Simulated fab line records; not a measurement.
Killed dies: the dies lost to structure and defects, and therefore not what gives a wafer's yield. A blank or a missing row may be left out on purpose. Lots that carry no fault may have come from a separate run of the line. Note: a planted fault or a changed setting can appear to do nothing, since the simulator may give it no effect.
Which of the tools did it? | flow berkeley_cmos170 | 42 wafers from 14 lots sampled at 3 of the route's 331 steps

## WHAT THE GAUGES READ, wafer by wafer
UCB170_NWELL_THK_MEAS_05. Usual: NWELL_NITRIDE_THK typically reads 223.3 nm, with standard deviation 2.
lot  | measured    | on            | NWELL_NITRIDE_THK (nm) | flag
L797 | day 2 15:36 | film_metro-01 | 224.0 225.0 226.7      |
L798 | day 2 21:20 | film_metro-02 | 226.2 224.9 224.8      |
L799 | day 2 23:18 | film_metro-03 | 221.9 221.2 221.8      |
L800 | day 3 04:19 | film_metro-02 | 222.3 221.5 221.9      |
L801 | day 3 11:08 | film_metro-02 | 222.0 223.3 224.7      |
L802 | day 3 14:55 | film_metro-01 | 220.9 220.2 220.3      |
L804 | day 4 03:08 | film_metro-02 | 225.5 225.6 225.7      |
L805 | day 4 09:35 | film_metro-01 | 227.1 228.1 225.5      |
L806 | day 4 17:09 | film_metro-03 | 221.5 222.6 221.3      |
L807 | day 4 17:10 | film_metro-02 | 221.7 222.8 224.5      |
L808 | day 5 02:40 | film_metro-01 | 224.2 225.4 226.1      |
L813 | day 6 00:49 | film_metro-03 | 226.8 222.9 224.8      |
L812 | day 6 00:50 | film_metro-01 | 226.5 225.4 227.2      |
L815 | day 6 08:40 | film_metro-02 | 221.9 222.4 222.4      |

UCB170_PLDD_TW_MEAS_11. Usual: PLDD_TW typically reads 1014, with standard deviation 8.5.
lot  | measured     | on            | PLDD_TW        | flag
L797 | day 6 22:46  | film_metro-04 | 1008 1012 1010 |
L798 | day 7 10:23  | film_metro-04 | 1003 1005 1007 |
L799 | day 7 09:56  | film_metro-01 | 1021 1025 1024 |
L800 | day 7 16:55  | film_metro-02 | 1022 1021 1014 |
L801 | day 8 03:44  | film_metro-04 | 1009 1008 1010 |
L802 | day 8 03:28  | film_metro-02 | 1014 1018 1014 |
L804 | day 8 07:33  | film_metro-04 | 1005 1009 1009 |
L805 | day 8 06:59  | film_metro-04 | 1007 1002 1005 |
L806 | day 8 22:14  | film_metro-04 | 1005 1005 1010 |
L807 | day 8 22:32  | film_metro-04 | 1007 1005 1007 |
L808 | day 9 05:07  | film_metro-04 | 1012 1007 1011 |
L813 | day 9 21:14  | film_metro-04 | 1010 1012 1014 |
L812 | day 9 21:58  | film_metro-02 | 1017 1017 1021 |
L815 | day 10 16:52 | film_metro-02 | 1007 1007 1009 |

UCB170_CONTACT_THK_MEAS_02. Usual: CONTACT_PSG_THK typically reads 698 nm, with standard deviation 6.5.
lot  | measured     | on            | CONTACT_PSG_THK (nm) | flag
L797 | day 7 15:52  | film_metro-04 | 687 682 685          |
L798 | day 8 01:07  | film_metro-04 | 693 690 690          |
L799 | day 8 01:08  | film_metro-03 | 696 690 686          |
L800 | day 8 07:44  | film_metro-02 | 687 693 696          |
L801 | day 8 20:34  | film_metro-03 | 691 693 690          |
L802 | day 8 20:35  | film_metro-02 | 693 690 693          |
L804 | day 8 23:15  | film_metro-02 | 697 698 700          |
L805 | day 8 23:15  | film_metro-03 | 699 697 700          |
L806 | day 9 17:58  | film_metro-04 | 695 693 697          |
L807 | day 9 17:58  | film_metro-02 | 703 707 707          |
L808 | day 9 19:55  | film_metro-02 | 708 704 705          |
L813 | day 10 13:08 | film_metro-04 | 697 696 696          |
L812 | day 10 13:22 | film_metro-03 | 695 694 700          |
L815 | day 11 07:48 | film_metro-04 | 701 692 696          |

## EACH LOT AND THE TOOL THAT RAN IT (in order: tool; ch and the chambers of the sampled wafers; start)
No process step before these readings appears in the record.

## AS READ BY THE TOOLS THEMSELVES (means over the sampled wafers that have a number; for cases with no such wafer, the mark the record gives instead)
The record holds no such reading with a usual standard deviation.

## THE ANSWER, worked out from the rows above alone
Rule: a lot is off if the mean of its wafers that have a number lies more than 3 standard deviations from the usual mean. A lot without any number at a reading at which 4 lots or more have one is off too. Any other lot the step has rows for is counted as sound. First the gauges in route order, then the tools' own readings, where a lot's mean is used as printed above. At the first step where some lot is off, the reading lying furthest off is the one used; lots without a number count as furthest.
Nothing can be told from this: no lot is off at any reading shown.

## WHAT WAS PUT IN BY THE SIMULATOR
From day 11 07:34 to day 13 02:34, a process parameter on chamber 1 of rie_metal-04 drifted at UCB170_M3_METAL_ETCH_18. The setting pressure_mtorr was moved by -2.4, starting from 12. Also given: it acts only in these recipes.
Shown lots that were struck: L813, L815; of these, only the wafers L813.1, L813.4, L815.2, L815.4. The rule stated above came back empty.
